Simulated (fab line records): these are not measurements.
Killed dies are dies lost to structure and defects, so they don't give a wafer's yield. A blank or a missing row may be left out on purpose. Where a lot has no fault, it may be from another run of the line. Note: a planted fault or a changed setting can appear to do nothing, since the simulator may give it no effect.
Which of the tools did it?	flow rit_cmos	42 wafers from 14 lots sampled at 6 of the route's 202 steps

== WHAT THE GAUGES SHOWED, per wafer ==
RIT_ACTIVE_CD_MEAS_90: target cd 1400 nm.
lot	measured	on	cd_nm (nm)
L920	day 1 20:35	cd_sem-02	1399.2 1401.1 1400.2
L921	day 2 02:57	cd_sem-01	1403.0 1402.3 1402.8
L922	day 2 06:14	cd_sem-01	1399.4 1398.1 1400.1
L923	day 2 12:24	cd_sem-01	1401.6 1403.5 1406.0
L924	day 2 16:17	cd_sem-01	1402.8 1400.9 1401.7
L925	day 2 21:24	cd_sem-01	1400.7 1400.2 1400.3
L926	day 3 02:18	cd_sem-01	1398.7 1401.6 1400.3
L927	day 3 08:29	cd_sem-01	1399.3 1399.7 1399.6
L928	day 3 17:38	cd_sem-01	1403.1 1403.7 1402.1
L929	day 3 20:11	cd_sem-01	1400.9 1400.9 1400.4
L930	day 3 22:04	cd_sem-01	1400.0 1401.7 1401.9
L932	day 4 09:46	cd_sem-01	1400.2 1403.3 1402.2
L940	day 6 01:42	cd_sem-02	1398.4 1398.7 1400.7
L941	day 6 06:10	cd_sem-01	1398.8 1398.0 1396.6

RIT_PWELL_TW_MEAS_10.
lot	measured	on	PWELL_TW
L920	day 2 04:19	film_metro-02	970 966 976
L921	day 2 11:22	film_metro-04	951 949 944
L922	day 2 15:32	film_metro-02	967 963 965
L923	day 2 20:10	film_metro-01	964 960 961
L924	day 3 00:42	film_metro-02	968 973 967
L925	day 3 05:04	film_metro-01	947 953 953
L926	day 3 16:01	film_metro-01	947 953 951
L927	day 3 20:12	film_metro-04	947 950 947
L928	day 4 01:13	film_metro-02	970 967 961
L929	day 4 07:08	film_metro-04	952 949 947
L930	day 4 09:24	film_metro-02	1191 1195 1188
L932	day 4 21:16	film_metro-02	1186 1192 1192
L940	day 6 10:23	film_metro-02	959 959 963
L941	day 6 15:15	film_metro-04	945 952 947

RIT_WELLDRIVE_RS_MEAS_02: uses a four-point probe to measure.
lot	measured	on	PWELL_RS (ohm/sq)
L920	day 2 09:34	film_metro-01	428.0 428.7 427.0
L921	day 2 16:38	film_metro-02	429.5 428.5 430.1
L922	day 2 21:08	film_metro-02	429.7 429.6 430.1
L923	day 3 01:48	film_metro-02	428.1 429.1 427.5
L924	day 3 06:10	film_metro-02	429.1 428.4 428.6
L925	day 3 14:32	film_metro-02	428.9 428.3 429.0
L926	day 3 21:35	film_metro-01	428.5 429.8 429.4
L927	day 4 01:35	film_metro-02	428.6 429.1 426.5
L928	day 4 07:49	film_metro-01	428.9 430.0 429.7
L929	day 4 12:31	film_metro-02	430.1 430.8 432.4
L930	day 4 15:18	film_metro-04	288.2 288.7 288.1
L932	day 5 02:32	film_metro-04	289.2 288.8 288.3
L940	day 6 16:28	film_metro-01	429.0 429.4 430.5
L941	day 18 09:04	film_metro-02	428.1 426.9 427.9

RIT_NLDD_OVL_MEAS_06.
lot	measured	on	NLDD_OVL (nm)
L920	day 2 22:24	overlay-01	0.6 -0.6 -0.9
L921	day 3 10:33	overlay-01	-1.0 0.0 -4.2
L922	day 3 17:36	overlay-01	2.4 0.3 2.5
L923	day 4 00:26	overlay-01	-1.4 -1.3 -0.5
L924	day 4 02:20	overlay-02	0.1 -0.4 -0.4
L925	day 4 05:03	overlay-02	-1.0 -1.4 -1.6
L926	day 4 12:38	overlay-02	2.4 2.0 1.7
L927	day 4 15:56	overlay-02	-1.1 -2.1 -2.3
L928	day 5 06:36	overlay-02	0.3 -0.2 -0.8
L929	day 5 06:51	overlay-01	-2.3 -1.4 -1.7
L930	day 5 07:05	overlay-02	0.5 -2.1 -0.4
L932	day 5 21:19	overlay-02	-1.0 -0.1 -1.8
L940	day 7 08:44	overlay-01	-2.1 -1.2 -0.8
L941	day 19 01:05	overlay-02	0.0 1.8 1.8

== WHAT TOOL EACH LOT RAN ON (gives the tool, then ch and the chambers of the sampled wafers, and finally the start) ==
lot	RIT_NWELL_STRIP_09	RIT_PWELL_IMPLANT_08
L920	plasma_asher-01 ch 0,1, day 2 02:32	implanter-03 ch 0, day 2 03:59
L921	plasma_asher-01 ch 0,1, day 2 09:31	implanter-01 ch 0, day 2 11:04
L922	plasma_asher-02 ch 0,1, day 2 13:34	implanter-02 ch 0, day 2 15:12
L923	plasma_asher-01 ch 0,1, day 2 18:18	implanter-03 ch 0, day 2 19:50
L924	plasma_asher-01 ch 0,1, day 2 22:51	implanter-03 ch 0, day 3 00:23
L925	plasma_asher-04 ch 0,1, day 3 03:20	implanter-03 ch 0, day 3 04:44
L926	plasma_asher-02 ch 0,1, day 3 14:10	implanter-01 ch 0, day 3 15:43
L927	plasma_asher-04 ch 0,1, day 3 18:28	implanter-03 ch 0, day 3 19:52
L928	plasma_asher-02 ch 0,1, day 3 23:18	implanter-01 ch 0, day 4 00:53
L929	plasma_asher-04 ch 0,1, day 4 05:20	implanter-01 ch 0, day 4 06:50
L930	plasma_asher-02 ch 0,1, day 4 07:35	implanter-01 ch 0, day 4 09:07
L932	plasma_asher-01 ch 0,1, day 4 19:32	implanter-01 ch 0, day 4 20:57
L940	plasma_asher-01 ch 0,1, day 6 08:32	implanter-03 ch 0, day 6 10:05
L941	plasma_asher-04 ch 0,1, day 6 13:23	implanter-02 ch 0, day 6 14:56
- RIT_NWELL_STRIP_09: strips in O2, time 180 s.
- RIT_PWELL_IMPLANT_08

== AS READ BY THE TOOLS THEMSELVES (means over the sampled wafers that have a number; for cases with no such wafer, the mark the record gives instead) ==
RIT_NWELL_STRIP_09.
lot	tool	drypump_motor_current_A (A)
L920	plasma_asher-01	6.13
L921	plasma_asher-01	5.88
L922	plasma_asher-02	5.72
L923	plasma_asher-01	6.15
L924	plasma_asher-01	5.90
L925	plasma_asher-04	6.14
L926	plasma_asher-02	5.73
L927	plasma_asher-04	6.17
L928	plasma_asher-02	5.78
L929	plasma_asher-04	6.15
L930	plasma_asher-02	5.71
L932	plasma_asher-01	6.12
L940	plasma_asher-01	5.87
L941	plasma_asher-04	6.16

RIT_PWELL_IMPLANT_08.
lot	tool	dose_ions_cm2	faraday_current_uA
L920	implanter-03	6.993e+13	221
L921	implanter-01	7.002e+13	221
L922	implanter-02	7.008e+13	226
L923	implanter-03	7.000e+13	222
L924	implanter-03	7.000e+13	225
L925	implanter-03	6.996e+13	221
L926	implanter-01	7.006e+13	222
L927	implanter-03	7.011e+13	221
L928	implanter-01	7.009e+13	226
L929	implanter-01	6.998e+13	225
L930	implanter-01	1.339e+14	433
L932	implanter-01	1.339e+14	430
L940	implanter-03	6.999e+13	225
L941	implanter-02	6.993e+13	223

== THE ANSWER, worked out from the rows above alone ==
Rule: the usual values come from the lots themselves. The widest of any qualifying gaps counts: lots, ordered by their means at a reading, are off when they make up no more than a third of the lots, leave a main group of 4 or more, and stand apart from it by 3 or more times the standard deviation of that group's means. Not used: any main group whose means are identical at the precision the tables above print for the reading. Also off: a lot with no number at a reading for which 4 or more lots have one. All remaining lots with rows at the step are treated as sound. After the gauges, taken in route order, come the tools' own readings; for these a lot's mean is taken, as printed above. At the first step where some lot is off, the reading lying furthest off is the one used; lots without a number count as furthest.
Off: L930, L932, seen at RIT_PWELL_TW_MEAS_10 (PWELL_TW). The main group has a mean of 957 with a standard deviation of 8.7.
A tool fits if, at a process step before that reading, it ran every lot that is off, and no sound lot after the first of them. Not tried: the gauges at RIT_PWELL_TW_MEAS_10; whatever is off there is also off at RIT_WELLDRIVE_RS_MEAS_02, on other tools, and gauge error can't account for it. One fits: RIT_PWELL_IMPLANT_08 on implanter-01. Its last sound lot is L929 (day 4 06:50), its first lot that is off L930 (day 4 09:07): a fault that began between those two fits.
The tool's own readings at RIT_PWELL_IMPLANT_08 bear it out: on the lots that are off they differ by more than 5 times the standard deviation of the sound lots' means. dose_ions_cm2 reads 1.339e+14 there against 7.001e+13 on the sound lots; faraday_current_uA reads 432 there against 223 on the sound lots.

== WHAT WAS PUT IN BY THE SIMULATOR ==
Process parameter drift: implanter-01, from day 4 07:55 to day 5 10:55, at RIT_PWELL_IMPLANT_08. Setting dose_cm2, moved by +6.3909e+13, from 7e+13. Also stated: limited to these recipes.
Lots struck among those shown: L930, L932. The rule above found the same.
